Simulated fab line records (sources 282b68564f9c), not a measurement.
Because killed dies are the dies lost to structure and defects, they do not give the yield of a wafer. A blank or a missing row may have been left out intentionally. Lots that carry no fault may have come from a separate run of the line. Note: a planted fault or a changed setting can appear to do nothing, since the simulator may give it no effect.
What tool caused it? + flow rit cmos + 14 lots, 42 wafers sampled, at 1 step of a route of 202

## WHAT EACH GAUGE READ, for each wafer
No reading from a measuring or inspecting step in the record can be judged against a usual standard deviation.

## EACH LOT AND THE TOOL THAT RAN IT (in order: tool; ch and the chambers of the sampled wafers; start)
| lot  | RIT_FOX2_WET_ETCH_03           |
|------|--------------------------------|
| L185 | wet bench-03 ch 2, day 1 19:59 |
| L186 | wet bench-04 ch 0, day 2 00:20 |
| L187 | wet bench-01 ch 3, day 2 04:34 |
| L188 | wet bench-04 ch 1, day 2 09:36 |
| L189 | wet bench-04 ch 3, day 2 14:44 |
| L190 | wet bench-03 ch 3, day 2 19:29 |
| L191 | wet bench-04 ch 3, day 3 01:14 |
| L194 | wet bench-04 ch 0, day 3 16:59 |
| L195 | wet bench-03 ch 2, day 3 23:38 |
| L204 | wet bench-04 ch 3, day 5 17:26 |
| L205 | wet bench-04 ch 1, day 5 22:52 |
| L206 | wet bench-04 ch 3, day 6 03:29 |
| L207 | wet bench-01 ch 1, day 6 09:08 |
| L208 | wet bench-04 ch 2, day 6 13:48 |
- RIT_FOX2_WET_ETCH_03: etches Si3N4 in H3PO4, target depth 195 nm, time 2700 s.

## AS READ BY THE TOOLS THEMSELVES (means over the sampled wafers that have a number; for cases with no such wafer, the mark the record gives instead)
RIT_FOX2_WET_ETCH_03. Usual: bath guard temp C 165.1 C, standard deviation 0.53; bath heat duty pct 30 %, standard deviation 5.2.
| lot  | tool         | bath guard temp C (C) | bath heat duty pct (%) | flag |
|------|--------------|-----------------------|------------------------|------|
| L185 | wet bench-03 | 164.4                 | 21                     |      |
| L186 | wet bench-04 | 164.8                 | 28                     |      |
| L187 | wet bench-01 | 164.7                 | 29                     |      |
| L188 | wet bench-04 | 164.3                 | 27                     |      |
| L189 | wet bench-04 | 165.2                 | 39                     |      |
| L190 | wet bench-03 | 165.9                 | 26                     |      |
| L191 | wet bench-04 | 165.2                 | 37                     |      |
| L194 | wet bench-04 | -                     | -                      | OFF  |
| L195 | wet bench-03 | -                     | -                      | OFF  |
| L204 | wet bench-04 | 165.0                 | 38                     |      |
| L205 | wet bench-04 | 164.6                 | 28                     |      |
| L206 | wet bench-04 | 164.9                 | 38                     |      |
| L207 | wet bench-01 | 165.7                 | 34                     |      |
| L208 | wet bench-04 | 165.1                 | 26                     |      |

## THE ANSWER, worked out from the rows above alone
Rule: take the mean of a lot's wafers that have a number; if it is more than 3 standard deviations from the usual mean, the lot is off. A lot without any number at a reading at which 4 lots or more have one is off too. Where the step has rows for the other lots, those lots are counted as sound. First the gauges in route order, then the tools' own readings, where a lot's mean is used as printed above. The first step at which some lot is off is used, and at that step the reading that is off furthest; a lot without a number counts as furthest.
Off: L194, L195 (RIT_FOX2_WET_ETCH_03, bath guard temp C). Without a number there: L194, L195.
A tool fits if, at that step or a process step before it, it ran every lot that is off, and no sound lot after the first of them. Not one of the candidates tried fits.

## WHAT WAS PUT IN BY THE SIMULATOR
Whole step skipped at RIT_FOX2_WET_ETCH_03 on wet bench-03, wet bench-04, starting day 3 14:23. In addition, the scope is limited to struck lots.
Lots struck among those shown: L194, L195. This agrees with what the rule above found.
